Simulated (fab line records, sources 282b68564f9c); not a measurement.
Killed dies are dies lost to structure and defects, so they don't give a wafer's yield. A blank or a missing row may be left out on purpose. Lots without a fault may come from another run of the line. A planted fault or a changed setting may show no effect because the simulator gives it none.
Which tool did it? | flow rit_cmos | 7 lots, 21 wafers sampled, at 3 steps of a route of 202

WHAT THE GAUGES READ, wafer by wafer
RIT_M1_RS_MEAS_01: measures by four-point-probe.
lot  | measured    | on            | M1_AL_RS (ohm/sq)
L740 | day 3 20:54 | film_metro-04 | 0.0738 0.0732 0.0739
L742 | day 4 04:46 | film_metro-02 | 0.0746 0.0746 0.0744
L748 | day 5 14:49 | film_metro-03 | 0.0748 0.0752 0.0748
L752 | day 6 16:22 | film_metro-02 | 0.0745 0.0750 0.0755
L757 | day 7 11:10 | film_metro-03 | 0.0739 0.0749 0.0742
L758 | day 7 15:40 | film_metro-03 | 0.0757 0.0754 0.0748
L762 | day 8 06:38 | film_metro-02 | 0.0747 0.0749 0.0753

WHICH TOOL RAN EACH LOT (tool, then ch and the chambers of the sampled wafers, then the start)
lot  | RIT_SILICIDE_RTA_04             | RIT_M1_SPUTTER_00
L740 | rtp_anneal-01 ch 0, day 3 18:05 | pvd_sputter-02, day 3 20:36
L742 | rtp_anneal-02 ch 0, day 4 01:56 | pvd_sputter-03, day 4 04:26
L748 | rtp_anneal-02 ch 0, day 5 11:58 | pvd_sputter-02, day 5 14:31
L752 | rtp_anneal-01 ch 0, day 6 13:21 | pvd_sputter-03, day 6 16:04
L757 | rtp_anneal-01 ch 0, day 7 08:03 | pvd_sputter-02, day 7 10:49
L758 | rtp_anneal-01 ch 0, day 7 12:46 | pvd_sputter-02, day 7 15:22
L762 | rtp_anneal-02 ch 0, day 8 03:39 | pvd_sputter-03, day 8 06:20
- RIT_SILICIDE_RTA_04: time 10 s, ramp up 5 s, ramp down 5 s.
- RIT_M1_SPUTTER_00: material Al, target thk 400 nm, time 491.7 s.

THE ANSWER, worked out from the rows above alone
Rule: what is usual is taken from the lots themselves. Put in order of their means at a reading, lots are off if they are a third of the lots or fewer, leave a main group of 4 or more, and stand apart from it by a gap of 3 or more times the standard deviation of the main group's means; of several such gaps the widest counts. A main group whose means are all the same, to the digits that the tables above print for the reading, isn't used. A lot without any number at a reading at which 4 lots or more have one is off too. The other lots that the step has rows for count as sound.
No lot is off at any reading shown: from this, nothing can be told.

WHAT THE SIMULATOR HAD PUT IN
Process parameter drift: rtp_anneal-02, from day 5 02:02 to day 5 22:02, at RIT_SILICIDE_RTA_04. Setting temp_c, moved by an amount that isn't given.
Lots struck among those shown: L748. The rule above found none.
